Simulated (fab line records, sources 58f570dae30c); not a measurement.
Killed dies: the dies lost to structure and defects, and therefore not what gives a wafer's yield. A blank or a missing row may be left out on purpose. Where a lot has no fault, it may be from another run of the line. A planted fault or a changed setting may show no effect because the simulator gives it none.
Which tool did it? -- flow berkeley_cmos170 -- 6 lots, 18 wafers sampled, at 3 steps of a route of 331

WHAT EACH GAUGE READ, for each wafer
UCB170_PLDD_OVL_MEAS_07.
lot,measured,on,PLDD_OVL (nm)
L655,day 6 10:27,overlay-01,-9 -9 -13
L661,day 7 11:19,overlay-02,333 320 326
L662,day 8 01:23,overlay-01,319 325 319
L663,day 8 10:19,overlay-01,317 319 318
L669,day 9 09:13,overlay-01,-7 -11 -6
L675,day 11 02:19,overlay-01,-2 -7 3

WHAT TOOL EACH LOT RAN ON (gives the tool, then ch and the chambers of the sampled wafers, and finally the start)
lot,UCB170_PVT_STRIP_08,UCB170_PLDD_EXPOSE_03
L655,"plasma_asher-03 ch 0,1, day 5 18:11","krf_scanner-01 ch 0, day 6 09:07"
L661,"plasma_asher-04 ch 1, day 6 17:43","krf_scanner-02 ch 0, day 7 10:42"
L662,"plasma_asher-02 ch 0, day 7 10:52","krf_scanner-02 ch 0, day 8 00:53"
L663,"plasma_asher-04 ch 0,1, day 7 20:10","krf_scanner-02 ch 0, day 8 09:50"
L669,"plasma_asher-03 ch 0,1, day 8 14:52","krf_scanner-01 ch 0, day 9 08:41"
L675,"plasma_asher-03 ch 0,1, day 10 10:32","krf_scanner-01 ch 0, day 11 01:51"
- UCB170_PVT_STRIP_08: strips in O2.
- UCB170_PLDD_EXPOSE_03: exposes mask PSELECT, target cd 1200 nm.

THE ANSWER, worked out from the rows above alone
Rule: the lots themselves supply what counts as usual. The widest of any qualifying gaps counts: lots, ordered by their means at a reading, are off when they make up no more than a third of the lots, leave a main group of 4 or more, and stand apart from it by 3 or more times the standard deviation of that group's means. If all means in a main group match to the digits the tables above print for the reading, that group is not used. A lot without any number at a reading at which 4 lots or more have one is off too. Where the step has rows for the other lots, those lots are counted as sound.
No lot is off at any reading shown: from this, nothing can be told.

WHAT THE SIMULATOR HAD INSERTED
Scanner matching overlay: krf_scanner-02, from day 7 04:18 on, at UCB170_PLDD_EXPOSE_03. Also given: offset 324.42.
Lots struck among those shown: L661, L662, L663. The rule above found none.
